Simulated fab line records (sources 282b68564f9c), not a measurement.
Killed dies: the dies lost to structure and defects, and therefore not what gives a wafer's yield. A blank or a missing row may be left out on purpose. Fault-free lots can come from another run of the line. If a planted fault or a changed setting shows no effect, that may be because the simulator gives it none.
A struck lot beside a sound one	flow rit-cmos	45 steps out of a route of 202
Sound: wafers L764.2, L764.3, L764.4. The struck wafers were L769.2, L769.4, L769.6. The cause is named last.
At each step with rows: each side's tool, then ch and its chambers, then its first start. Under that, the readings that differ: sound wafers	struck wafers	difference of the means	sigmas: that difference in standard deviations of wafers without a fault.
alike: readings with means less than 2 such deviations apart, plus words and numbers identical on both sides. not compared: withheld readings, readings lacking a value on some wafer, bounds such as >300 that could conceal the same value, and numbers that have no deviation in the record and whose values overlap.
A row with sigmas, a row that says differs or no value, or rows on one side alone: a step with any of these is where the two part. When numbers do not overlap yet have no deviation, they are printed without sigmas and do not part them. Lack of a reading on every wafer of one side parts them only where that side has two or more wafers.

first, 1 step without rows for these wafers: RIT_ACTIVE_DEVELOP_10 (develop time 50 s).
RIT_ACTIVE_CD_MEAS_11 targets a cd of 1400 nm.
  sound: cd-sem-02 at day 1 14:35; struck: cd-sem-02 at day 2 15:28
  alike: cd-nm
then, 1 step without rows for these wafers: RIT_ACTIVE_HARDBAKE_12 (time 60 s).
RIT_ACTIVE_ETCH_13: etches Si3N4 in SF6, stops on SiO2, time 210 s, target depth 210 nm.
  sound on rie-diel-03 ch 1,2,3, day 1 14:50; struck on rie-diel-04 ch 0,1,2, day 2 15:43
  alike: chamber-pressure-mTorr, drypump-motor-current-A, oes-product-au, throttle-valve-pct
  not compared: rf-hours-counter-h
RIT_ACTIVE_STRIP_14: strips in O2, time 180 s.
  sound on plasma-asher-03 ch 0,1, day 1 14:58; struck on plasma-asher-01 ch 0,1, day 2 15:50
  alike: chamber-pressure-mTorr, drypump-motor-current-A
  not compared: rf-hours-counter-h
RIT_ACTIVE_CD_MEAS_90 targets a cd of 1400 nm.
  sound: cd-sem-01 at day 1 15:10; struck: cd-sem-01 at day 2 16:02
  alike: cd-nm
then, 4 steps without rows for these wafers: RIT_ACTIVE_CLEAN_15 (cleans in SC1, time 600 s); RIT_ACTIVE_CLEAN_16 (cleans in dHF, time 30 s); RIT_ACTIVE_CLEAN_17 (cleans in SC2, time 600 s); RIT_FOX1_OXIDATION_00 (target thk 350.7 nm, ox time 1130 s).
RIT_FOX1_THK_MEAS_01:
  sound: film-metro-02 at day 1 16:57; struck: film-metro-04 at day 2 18:37
  alike: FOX1_OXIDE_THK
then, 1 step without rows for these wafers: RIT_FOX1_WET_ETCH_02 (etches SiO2 in BOE, target depth 350 nm, time 390 s).
RIT_FOX2_OXIDATION_00: target thk 350.7 nm, ox time 1130 s.
  sound on furnace-01 ch 0, day 1 17:07; struck on furnace-04 ch 0, day 2 18:56
reading	sound	struck	difference	sigmas
spike-tc-centre-C (C)	1103.9 1104.1 1103.1	1076.5 1076.9 1075.1	-27.5	-18
spike-tc-load-C (C)	1130.1 1132.2 1133.0	1104.5 1104.7 1104.4	-27.2	-18
spike-tc-source-C (C)	1130.0 1129.9 1130.9	1104.6 1105.5 1105.6	-25.0	-13
tube-center-temp-C (C)	1099.9 1100 1100	1074.9 1075 1074.9	-25.0	-99 or more
tube_center_temp_C_max	1102.8 1102.8 1102.7	1077.4 1078.1 1078.1	-24.9	-52
model.SiO2_of_FOX2_OXIDATION_00.thk-nm (nm)	351.7 356.6 354.7	317.7 324.8 319.9	-33.5	
  alike: zone-power-source-pct
RIT_FOX2_THK_MEAS_01:
  sound: film-metro-02 at day 1 18:26; struck: film-metro-03 at day 2 20:15
reading	sound	struck	difference	sigmas
FOX2_OXIDE_THK (nm)	352 357 355	318 325 320	-34	-5
then, 2 steps without rows for these wafers: RIT_FOX2_CLEAN_02 (cleans in dHF, time 180 s); RIT_FOX2_WET_ETCH_03 (etches Si3N4 in H3PO4, target depth 195 nm, time 2700 s).
RIT_FOX2_THK_MEAS_90:
  sound: film-metro-03 at day 1 19:24; struck: film-metro-03 at day 2 21:08
reading	sound	struck	difference	sigmas
FIELD_OXIDE_LEFT_1_THK (nm)	325 330 327	290 297 292	-34	-5
then, 6 steps without rows for these wafers: RIT_NWELL_HMDS_00 (prime time 60 s); RIT_NWELL_COAT_01 (resist thk 1300 nm); RIT_NWELL_SOFTBAKE_02 (time 60 s); RIT_NWELL_EXPOSE_03 (exposes mask M2, target cd 43900 nm); RIT_NWELL_PEB_04; RIT_NWELL_DEVELOP_05 (develop time 68 s).
RIT_NWELL_OVL_MEAS_06:
  sound: overlay-02 at day 1 20:20; struck: overlay-01 at day 2 22:11
  alike: NWELL_OVL
then, 2 steps without rows for these wafers: RIT_NWELL_HARDBAKE_07 (time 120 s); RIT_NWELL_IMPLANT_08.
RIT_NWELL_STRIP_09: strips in O2, time 180 s.
  sound on plasma-asher-01 ch 0,1, day 1 20:46; struck on plasma-asher-04 ch 0,1, day 2 22:37
reading	sound	struck	difference	sigmas
drypump-motor-current-A (A)	6.6 6.6 6.4	5.4 5.8 5.4	-1.0	-2
  alike: chamber-pressure-mTorr
  not compared: rf-hours-counter-h
RIT_NWELL_TW_MEAS_10:
  sound: film-metro-01 at day 1 20:57; struck: film-metro-01 at day 2 22:49
  alike: NWELL_TW
then, 6 steps without rows for these wafers: RIT_PWELL_HMDS_00 (prime time 60 s); RIT_PWELL_COAT_01 (resist thk 1300 nm); RIT_PWELL_SOFTBAKE_02 (time 60 s); RIT_PWELL_EXPOSE_03 (exposes mask M3, target cd 43700 nm); RIT_PWELL_PEB_04; RIT_PWELL_DEVELOP_05 (develop time 68 s).
RIT_PWELL_OVL_MEAS_06:
  sound: overlay-01 at day 1 22:01; struck: overlay-01 at day 2 23:44
  alike: PWELL_OVL
then, 2 steps without rows for these wafers: RIT_PWELL_HARDBAKE_07 (time 120 s); RIT_PWELL_IMPLANT_08.
RIT_PWELL_STRIP_09: strips in O2, time 180 s.
  sound on plasma-asher-04 ch 0,1, day 1 22:26; struck on plasma-asher-01 ch 0,1, day 3 00:10
  alike: chamber-pressure-mTorr, drypump-motor-current-A
  not compared: rf-hours-counter-h
RIT_PWELL_TW_MEAS_10:
  sound: film-metro-04 at day 1 22:37; struck: film-metro-01 at day 3 00:22
reading	sound	struck	difference	sigmas
PWELL_TW	952 956 951	941 936 935	-16	-2
then, 1 step without rows for these wafers: RIT_WELLDRIVE_ANNEAL_00 (time 14700 s).
RIT_WELLDRIVE_RS_MEAS_01: uses a four-point probe to measure.
  sound: film-metro-03 at day 2 05:01; struck: film-metro-01 at day 3 05:31
  alike: NWELL_RS
RIT_WELLDRIVE_RS_MEAS_02: uses a four-point probe to measure.
  sound: film-metro-03 at day 2 05:08; struck: film-metro-01 at day 3 05:38
  alike: PWELL_RS
RIT_FOX2_THK_MEAS_91:
  sound: film-metro-04 at day 2 08:48; struck: film-metro-03 at day 3 09:31
reading	sound	struck	difference	sigmas
FIELD_OXIDE_LEFT_2_THK (nm)	256 262 259	223 230 225	-33	-5
RIT_SILICIDE_WET_ETCH_00: etches SiO2 in BOE, target depth 14 nm, time 15 s.
  sound on wet-bench-03 ch 1, day 3 02:52; struck on wet-bench-01 ch 1, day 4 07:50
reading	sound	struck	difference	sigmas
model.SiO2_of_FOX2_OXIDATION_00.thk-nm (nm)	152.3 157.2 156	118.9 126.3 120	-33.4	
RIT_M1_PROBE_99:
  sound: prober-01 at day 3 10:05; struck: prober-02 at day 4 14:52
reading	sound	struck	difference	sigmas
model.etest.nldd.width-nm (nm)	3139 3136 3139	3174 3162 3202	+41	
model.etest.pldd.width-nm (nm)	3144 3123 3128	3168 3187 3163	+41	
model.etest.nplus-sal.width-nm (nm)	3420 3402 3385	3454 3434 3464	+48	
model.etest.pwell.rs-ohm-sq	417.3 420.7 423	409.9 406.3 413.8	-10.3	
model.etest.field-n.vt-v (V)	34.72 35.44 35.18	30.16 31.08 30.38	-4.57	
model.etest.field-p-metal.vt-v (V)	-29.64 -29.34 -29.66	-30.67 -30.3 -30.68	-1.00	
  alike: killed-at-front-end, killed-dies, killed-open, killed-short
  not compared: model.etest.pplus-sal.width-nm, model.etest.poly-comb-over-steps.leak-log10-a-um

## WHERE THEY PART
Earliest at RIT_FOX2_OXIDATION_00; latest, in this record, at RIT_FOX2_THK_MEAS_91. Later steps at which nothing parts them and some readings are alike: RIT_M1_PROBE_99.

WHY: whatever the simulator had introduced
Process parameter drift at RIT_FOX2_OXIDATION_00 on furnace-04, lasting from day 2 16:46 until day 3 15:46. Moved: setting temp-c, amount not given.
